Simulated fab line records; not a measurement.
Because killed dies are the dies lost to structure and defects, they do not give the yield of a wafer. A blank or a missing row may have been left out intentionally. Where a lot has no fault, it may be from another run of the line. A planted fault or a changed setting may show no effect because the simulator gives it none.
fab line records -- flow berkeleyCmos170
record lots=15, wafers=45, lastDay=13
route steps=331 shown NVT@114 CONTACT@224 V1@257 M2@287
lots with no fault: from the same line, run without faults
startH: hours from the record's opening day to when the first of the lot's shown wafers began -- waitH: how many hours have passed since the lot's step before this one -- " unchanged from the row above -- L1.1+2: a row that stands for several wafers -- - value missing, or start not given -- * or withheld: withheld -- < > ~ a bound
route shown NAME@n: NAME is a module with steps in the file, n the number in the route of the first one -- usual: mean and standard deviation over wafers with no fault -- same: alike in all rows -- chamber/n: place in a boat -- sites: the reading at each site -- _std_site: how widely they spread, as a standard deviation -- _edge_site: the outer-site mean with the inner-site mean subtracted -- radiusMm: how far each site lies from the wafer's centre -- mask NAME#n: copy n -- behind: the tool/chamber that last shaped the wafer -- hold: what put the lot on hold/how long, in hours/how the hold closed -- device: names the non-switching transistor (n, p or np) -- end of line: at the end of the route, the tests of the same wafers -- step lacking rows: just its recipe -- killed: at the first sort, the dies lost to defects and structure; wafer yield is something else -- map: a wafer's dies, x killed, . not, _ none there
set.NAME: the run value of the setting; set.NAME@STEP: its run value at that earlier step -- model.NAME: the simulator's own value behind a step, which no gauge read
route steps across a sampled set of lots; one table per step, one row per wafer
## steps
# step UCB170_NVT_CLEAN_10
# recipe chemistry=SPM, tempC=120, timeS=600
# usual bathGuardTempC=120.3/0.53, bathHeatDutyPct=13.3/1.1
lot.wafer,tool,chamber,startH,waitH,bathGuardTempC,bathHeatDutyPct
L163.3,wetBench-04,1,126.79,1.2,120.3,13.9
L163.4,wetBench-04,1,126.79,1.2,120.8,14.3
L163.6,wetBench-04,1,126.79,1.2,120.4,15.2
L164.1,wetBench-03,2,132.86,0.1,119.8,13.1
L164.3,wetBench-03,2,132.86,0.1,119.9,10.7
L164.5,wetBench-03,2,132.86,0.1,119.8,13.9
L168.2,wetBench-03,0,153.64,0.1,121.0,13.6
L168.5,wetBench-03,0,153.64,0.1,120.6,13.3
L168.6,wetBench-03,0,153.64,0.1,120.9,14.4
L172.1,wetBench-03,0,173.43,0.1,-,-
L172.4,wetBench-03,0,173.43,0.1,-,-
L172.6,wetBench-03,0,173.43,0.1,-,-
L173.2,wetBench-03,3,181.83,1.6,-,-
L173.3,wetBench-03,3,181.83,1.6,-,-
L173.4,wetBench-03,3,181.83,1.6,-,-
L174.3,wetBench-03,3,181.83,1.4,-,-
L174.4,wetBench-03,3,181.83,1.4,-,-
L174.6,wetBench-03,3,181.83,1.4,-,-
L175.1,wetBench-03,2,181.83,1.6,119.9,12.8
L175.4,wetBench-03,2,181.83,1.6,119.6,11.1
L175.6,wetBench-03,2,181.83,1.6,120.0,12.7
L176.3,wetBench-03,0,203.51,0.0,120.8,14.1
L176.4,wetBench-03,0,203.51,0.0,121.0,15.5
L176.6,wetBench-03,0,203.51,0.0,120.6,14.3
L178.4,wetBench-01,0,203.63,0.0,119.9,12.6
L178.5,wetBench-01,0,203.63,0.0,120.2,13.3
L178.6,wetBench-01,0,203.63,0.0,119.5,12.3
L177.3,wetBench-03,0,203.87,0.0,121.0,14.0
L177.5,wetBench-03,0,203.87,0.0,121.0,14.7
L177.6,wetBench-03,0,203.87,0.0,121.0,13.4
L181.1,wetBench-01,1,219.62,0.5,120.6,11.9
L181.5,wetBench-01,1,219.62,0.5,120.4,12.4
L181.6,wetBench-01,1,219.62,0.5,120.4,12.1
L183.2,wetBench-03,3,245.03,1.2,119.5,13.6
L183.3,wetBench-03,3,245.03,1.2,119.7,12.5
L183.5,wetBench-03,3,245.03,1.2,119.8,12.6
L184.1,wetBench-03,0,245.03,1.5,121.2,13.9
L184.4,wetBench-03,0,245.03,1.5,120.8,15.3
L184.6,wetBench-03,0,245.03,1.5,120.9,14.3
L185.1,wetBench-03,0,245.03,1.7,120.9,13.9
L185.2,wetBench-03,0,245.03,1.7,121.1,13.8
L185.6,wetBench-03,0,245.03,1.7,120.9,14.6
L186.1,wetBench-03,2,245.03,1.7,119.8,12.1
L186.3,wetBench-03,2,245.03,1.7,120.1,12.2
L186.6,wetBench-03,2,245.03,1.7,120.0,12.1
# step UCB170_CONTACT_RTA_08
# recipe tempC=900, timeS=10, ambient=N2
# usual lampPowerPct=23.78/0.23, wafer_temp_C_max=905.2/1.2
lot.wafer,tool,chamber,startH,waitH,lampPowerPct,wafer_temp_C_max
L163.3,rtpAnneal-01,0,162.35,0.0,23.59,906.6
L163.4,rtpAnneal-01,0,162.35,0.0,23.56,908.2
L163.6,rtpAnneal-01,0,162.35,0.0,23.58,907.4
L164.1,rtpAnneal-01,0,175.32,0.0,23.59,906.1
L164.3,rtpAnneal-01,0,175.32,0.0,23.58,904.3
L164.5,rtpAnneal-01,0,175.32,0.0,23.54,905.3
L168.2,rtpAnneal-01,0,190.93,0.0,23.57,907.7
L168.5,rtpAnneal-01,0,190.93,0.0,23.57,906.7
L168.6,rtpAnneal-01,0,190.93,0.0,23.59,906.7
L172.1,rtpAnneal-01,0,216.53,0.0,23.56,906.2
L172.4,rtpAnneal-01,0,216.53,0.0,23.56,905.6
L172.6,rtpAnneal-01,0,216.53,0.0,23.56,909.3
L173.2,rtpAnneal-02,0,216.54,0.0,23.98,902.9
L173.3,rtpAnneal-02,0,216.54,0.0,24.03,905.4
L173.4,rtpAnneal-02,0,216.54,0.0,24.02,903.9
L175.1,rtpAnneal-02,0,216.98,0.0,24.01,905.0
L175.4,rtpAnneal-02,0,216.98,0.0,24.04,904.7
L175.6,rtpAnneal-02,0,216.98,0.0,23.98,903.1
L174.3,rtpAnneal-01,0,217.00,0.0,23.61,906.8
L174.4,rtpAnneal-01,0,217.00,0.0,23.58,905.4
L174.6,rtpAnneal-01,0,217.00,0.0,23.59,904.4
L178.4,rtpAnneal-01,0,244.30,0.0,23.61,905.9
L178.5,rtpAnneal-01,0,244.30,0.0,23.57,906.3
L178.6,rtpAnneal-01,0,244.30,0.0,23.58,906.1
L176.3,rtpAnneal-02,0,244.81,0.0,24.05,904.8
L176.4,rtpAnneal-02,0,244.81,0.0,24.02,904.1
L176.6,rtpAnneal-02,0,244.81,0.0,24.04,905.0
L177.3,rtpAnneal-01,0,246.07,0.0,23.59,907.4
L177.5,rtpAnneal-01,0,246.07,0.0,23.55,907.3
L177.6,rtpAnneal-01,0,246.07,0.0,23.54,905.2
L181.1,rtpAnneal-01,0,257.08,0.0,23.60,906.6
L181.5,rtpAnneal-01,0,257.08,0.0,23.52,905.4
L181.6,rtpAnneal-01,0,257.08,0.0,23.59,908.4
L185.1,rtpAnneal-02,0,281.15,0.0,24.06,905.1
L185.2,rtpAnneal-02,0,281.15,0.0,24.01,904.6
L185.6,rtpAnneal-02,0,281.15,0.0,24.06,905.6
L186.1,rtpAnneal-01,0,281.36,0.0,23.58,906.3
L186.3,rtpAnneal-01,0,281.36,0.0,23.60,904.9
L186.6,rtpAnneal-01,0,281.36,0.0,23.61,904.8
L184.1,rtpAnneal-02,0,282.93,0.0,24.03,904.2
L184.4,rtpAnneal-02,0,282.93,0.0,24.04,904.9
L184.6,rtpAnneal-02,0,282.93,0.0,24.05,904.3
L183.2,rtpAnneal-01,0,283.12,0.0,23.58,905.0
L183.3,rtpAnneal-01,0,283.12,0.0,23.58,904.3
L183.5,rtpAnneal-01,0,283.12,0.0,23.57,906.6
# step UCB170_V1_BOW_MEAS_03
# recipe mode=bow
# usual V1_BOW=18/6.8
lot.wafer,tool,chamber,startH,waitH,V1_BOW[um]
L163.3,filmMetro-04,-,172.62,0.2,15
L163.4,filmMetro-04,-,172.62,0.2,8
L163.6,filmMetro-04,-,172.62,0.2,33
L164.1,filmMetro-02,-,182.19,0.2,9
L164.3,filmMetro-02,-,182.19,0.2,18
L164.5,filmMetro-02,-,182.19,0.2,17
L168.2,filmMetro-02,-,196.57,0.2,26
L168.5,filmMetro-02,-,196.57,0.2,16
L168.6,filmMetro-02,-,196.57,0.2,9
L173.2,filmMetro-02,-,223.75,0.3,9
L173.3,filmMetro-02,-,223.75,0.3,20
L173.4,filmMetro-02,-,223.75,0.3,18
L172.1,filmMetro-04,-,225.06,0.1,33
L172.4,filmMetro-04,-,225.06,0.1,14
L172.6,filmMetro-04,-,225.06,0.1,17
L175.1,filmMetro-02,-,225.06,0.2,21
L175.4,filmMetro-02,-,225.06,0.2,15
L175.6,filmMetro-02,-,225.06,0.2,31
L174.3,filmMetro-02,-,225.40,0.2,7
L174.4,filmMetro-02,-,225.40,0.2,18
L174.6,filmMetro-02,-,225.40,0.2,20
L178.4,filmMetro-04,-,249.60,0.3,12
L178.5,filmMetro-04,-,249.60,0.3,15
L178.6,filmMetro-04,-,249.60,0.3,7
L176.3,filmMetro-03,-,250.92,0.1,26
L176.4,filmMetro-03,-,250.92,0.1,17
L176.6,filmMetro-03,-,250.92,0.1,7
L177.3,filmMetro-04,-,252.25,0.3,12
L177.5,filmMetro-04,-,252.25,0.3,26
L177.6,filmMetro-04,-,252.25,0.3,30
L181.1,filmMetro-02,-,263.91,0.2,20
L181.5,filmMetro-02,-,263.91,0.2,20
L181.6,filmMetro-02,-,263.91,0.2,10
L185.1,filmMetro-03,-,286.69,0.2,28
L185.2,filmMetro-03,-,286.69,0.2,24
L185.6,filmMetro-03,-,286.69,0.2,17
L186.1,filmMetro-02,-,288.02,0.2,25
L186.3,filmMetro-02,-,288.02,0.2,27
L186.6,filmMetro-02,-,288.02,0.2,22
L183.2,filmMetro-02,-,289.38,0.2,28
L183.3,filmMetro-02,-,289.38,0.2,22
L183.5,filmMetro-02,-,289.38,0.2,18
L184.1,filmMetro-04,-,289.64,0.2,21
L184.4,filmMetro-04,-,289.64,0.2,18
L184.6,filmMetro-04,-,289.64,0.2,22
# step UCB170_M2_OVL_MEAS_16
# usual M2_OVL=6/5.9
lot.wafer,tool,chamber,startH,waitH,M2_OVL[nm]
L163.3,overlay-01,-,177.66,0.1,4
L163.4,overlay-01,-,177.66,0.1,2
L163.6,overlay-01,-,177.66,0.1,-2
L164.1,overlay-02,-,186.36,0.1,-5
L164.3,overlay-02,-,186.36,0.1,-1
L164.5,overlay-02,-,186.36,0.1,-1
L168.2,overlay-01,-,204.35,0.1,8
L168.5,overlay-01,-,204.35,0.1,5
L168.6,overlay-01,-,204.35,0.1,5
L173.2,overlay-02,-,229.07,0.1,-1
L173.3,overlay-02,-,229.07,0.1,-2
L173.4,overlay-02,-,229.07,0.1,2
L172.1,overlay-02,-,230.27,0.1,11
L172.4,overlay-02,-,230.27,0.1,8
L172.6,overlay-02,-,230.27,0.1,14
L175.1,overlay-02,-,230.69,0.1,5
L175.4,overlay-02,-,230.69,0.1,-1
L175.6,overlay-02,-,230.69,0.1,6
L174.3,overlay-02,-,231.42,0.1,10
L174.4,overlay-02,-,231.42,0.1,16
L174.6,overlay-02,-,231.42,0.1,14
L178.4,overlay-02,-,253.46,0.1,-1
L178.5,overlay-02,-,253.46,0.1,1
L178.6,overlay-02,-,253.46,0.1,2
L176.3,overlay-01,-,256.92,0.1,0
L176.4,overlay-01,-,256.92,0.1,2
L176.6,overlay-01,-,256.92,0.1,-3
L177.3,overlay-01,-,257.25,0.1,4
L177.5,overlay-01,-,257.25,0.1,5
L177.6,overlay-01,-,257.25,0.1,7
L181.1,overlay-01,-,268.54,0.1,1
L181.5,overlay-01,-,268.54,0.1,1
L181.6,overlay-01,-,268.54,0.1,4
L185.1,overlay-01,-,291.29,0.1,6
L185.2,overlay-01,-,291.29,0.1,6
L185.6,overlay-01,-,291.29,0.1,11
L186.1,overlay-01,-,293.13,0.1,-6
L186.3,overlay-01,-,293.13,0.1,0
L186.6,overlay-01,-,293.13,0.1,2
L183.2,overlay-02,-,294.83,0.1,1
L183.3,overlay-02,-,294.83,0.1,0
L183.5,overlay-02,-,294.83,0.1,3
L184.1,overlay-01,-,296.01,0.1,5
L184.4,overlay-01,-,296.01,0.1,12
L184.6,overlay-01,-,296.01,0.1,6
## key
firstSign step=UCB170_NVT_CLEAN_10, reading=toolRecord, direction=missing
effect none on later readings
metAt UCB170_NVT_CLEAN_10
struckLots L172,L173,L174
testerLeftOut L172,L173,L174
notActingAt UCB170_CONTACT_RTA_08,UCB170_V1_BOW_MEAS_03,UCB170_M2_OVL_MEAS_16
onsetBetween 153.64 173.43
fault kind=skippedStepWhole, tool=wetBench-03, chamber=-, onsetH=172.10, steps=UCB170_NVT_CLEAN_10, scope=struckLotsOnly
# testerLeftOut: of these lots the tester's yield and bins aren't shown, on N5 and GAA mostly nor the transistor test; their killed dies are dies lost to structure and defects alone, not to doping, threshold or leakage, so they don't give the yield
